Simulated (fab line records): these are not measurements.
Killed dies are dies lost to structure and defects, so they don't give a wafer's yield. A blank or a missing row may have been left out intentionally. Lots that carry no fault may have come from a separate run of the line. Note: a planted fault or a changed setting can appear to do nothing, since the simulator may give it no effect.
The same fault as seen by 2 desks + flow berkeley-cmos170 + numbers are kept per desk, each desk with only its own; the story behind them comes last

## METROLOGY DESK
What the gauges read for every lot (on any tool): the sampled wafers with a number, averaged. The brackets show how far a lot's mean lies from the usual mean; more than 4 standard deviations puts the lot out of limits, marked OUT.
Columns: A = PWELL_NITRIDE_THK at UCB170_PWELL_THK_MEAS_06, usual 220.6 nm; B = ACTIVE_OXIDE_THK at UCB170_ACTIVE_THK_MEAS_03, usual 26.4 nm; C = FIELD_OXIDE_THK at UCB170_FIELD_THK_MEAS_02, usual 558 nm; D = FIELD_OXIDE_LEFT_1_THK at UCB170_FIELD_THK_MEAS_90, usual 442 nm; E = FIELD_OXIDE_LEFT_2_THK at UCB170_FIELD_THK_MEAS_91, usual 353 nm
| lot  | first seen here | A     | B    | C              | D              | E              |
|------|-----------------|-------|------|----------------|----------------|----------------|
| L430 | day 3 12:46     | 222.4 | 26.4 | 564            | 449            | 359            |
| L431 | day 3 20:19     | 219.0 | 26.6 | 562            | 446            | 357            |
| L432 | day 3 22:29     | 219.8 | 27.0 | 551            | 434            | 346            |
| L433 | day 3 22:29     | 220.0 | 26.6 | 547            | 432            | 343            |
| L434 | day 4 13:49     | 221.4 | 27.3 | 530            | 413            | 326            |
| L435 | day 4 16:41     | 219.7 | 27.3 | 551            | 435            | 347            |
| L436 | day 4 16:41     | 216.8 | 27.0 | 562            | 445            | 356            |
| L438 | day 5 00:11     | 222.5 | 26.4 | 575            | 457            | 369            |
| L439 | day 5 00:11     | 219.6 | 25.9 | 458 (-9.1) OUT | 340 (-9.2) OUT | 252 (-9.2) OUT |
| L437 | day 5 00:13     | 222.4 | 26.2 | 562            | 445            | 357            |
| L440 | day 5 00:17     | 222.7 | 26.7 | 476 (-7.5) OUT | 359 (-7.5) OUT | 272 (-7.4) OUT |
| L441 | day 5 10:17     | 218.9 | 26.1 | 467 (-8.2) OUT | 352 (-8.2) OUT | 264 (-8.1) OUT |
| L453 | day 7 22:38     | 224.1 | 26.2 | 557            | 440            | 351            |
| L451 | day 7 22:41     | 221.1 | 25.9 | 568            | 452            | 364            |
| L452 | day 7 22:42     | 220.6 | 25.5 | 570            | 455            | 367            |
Per this desk, out of limits: L439, L440, L441; the first was L440, day 7 04:50 (FIELD_OXIDE_THK at UCB170_FIELD_THK_MEAS_02). L430, L431, L432, L433, L434, L435, L436, L438, L437, L453, L451, L452 stayed within limits.

## AT THE TOOL OWNER'S DESK: furnace-04
The tool's own readings at UCB170_FIELD_OXIDATION_01 (target thk 558.3 nm, ox time 7200 s): means of the sampled wafers that have a number, for each lot that ran on this tool. The brackets show how far a lot's mean lies from the usual mean; more than 4 standard deviations puts the lot out of limits, marked OUT.
Columns: A = spike-tc-centre-C at UCB170_FIELD_OXIDATION_01, usual 1001.9 C; B = spike-tc-load-C at UCB170_FIELD_OXIDATION_01, usual 1026.9 C; C = spike-tc-source-C at UCB170_FIELD_OXIDATION_01, usual 1024.9 C; D = tube-center-temp-C at UCB170_FIELD_OXIDATION_01, usual 999.99 C; E = tube_center_temp_C_max at UCB170_FIELD_OXIDATION_01, usual 1002.7
| lot  | first seen here | A               | B                | C                 | D                        | E               |
|------|-----------------|-----------------|------------------|-------------------|--------------------------|-----------------|
| L437 | day 6 17:18     | 1001.4          | 1027.3           | 1026.0            | 999.95                   | 1002.2          |
| L438 | day 6 17:18     | 1002.4          | 1027.6           | 1026.0            | 999.88                   | 1002.5          |
| L439 | day 7 01:48     | 976.9 (-25) OUT | 1001.2 (-23) OUT | 1001.2 (-9.5) OUT | 974.93 (-99 or more) OUT | 977.4 (-52) OUT |
| L440 | day 7 01:48     | 976.0 (-26) OUT | 1001.4 (-23) OUT | 1000.7 (-9.7) OUT | 974.97 (-99 or more) OUT | 977.3 (-52) OUT |
| L441 | day 7 01:48     | 977.4 (-24) OUT | 1002.0 (-23) OUT | 1000.1 (-9.9) OUT | 975.08 (-99 or more) OUT | 978.2 (-50) OUT |
Finding of this desk: L439, L440, L441 out of limits; the first was L439 at day 7 01:48, on spike-tc-centre-C at UCB170_FIELD_OXIDATION_01. L437, L438 stayed within limits.

## BROUGHT TOGETHER
The tool owner's desk could have raised an alarm at day 7 01:48, on L439, L440, L441.
Metrology desk: alarm possible at day 7 04:50 on L439, L440, L441.
UCB170_FIELD_OXIDATION_01 was run on furnace-04 by each of the lots named.

## WHAT WAS PUT IN BY THE SIMULATOR
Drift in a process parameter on furnace-04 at UCB170_FIELD_OXIDATION_01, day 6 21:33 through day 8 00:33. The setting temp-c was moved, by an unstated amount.
Lots struck among those shown: L439, L440, L441.
Fault start to first reading out of limits, in hours, per desk: tool owner, 4; metrology, 7.
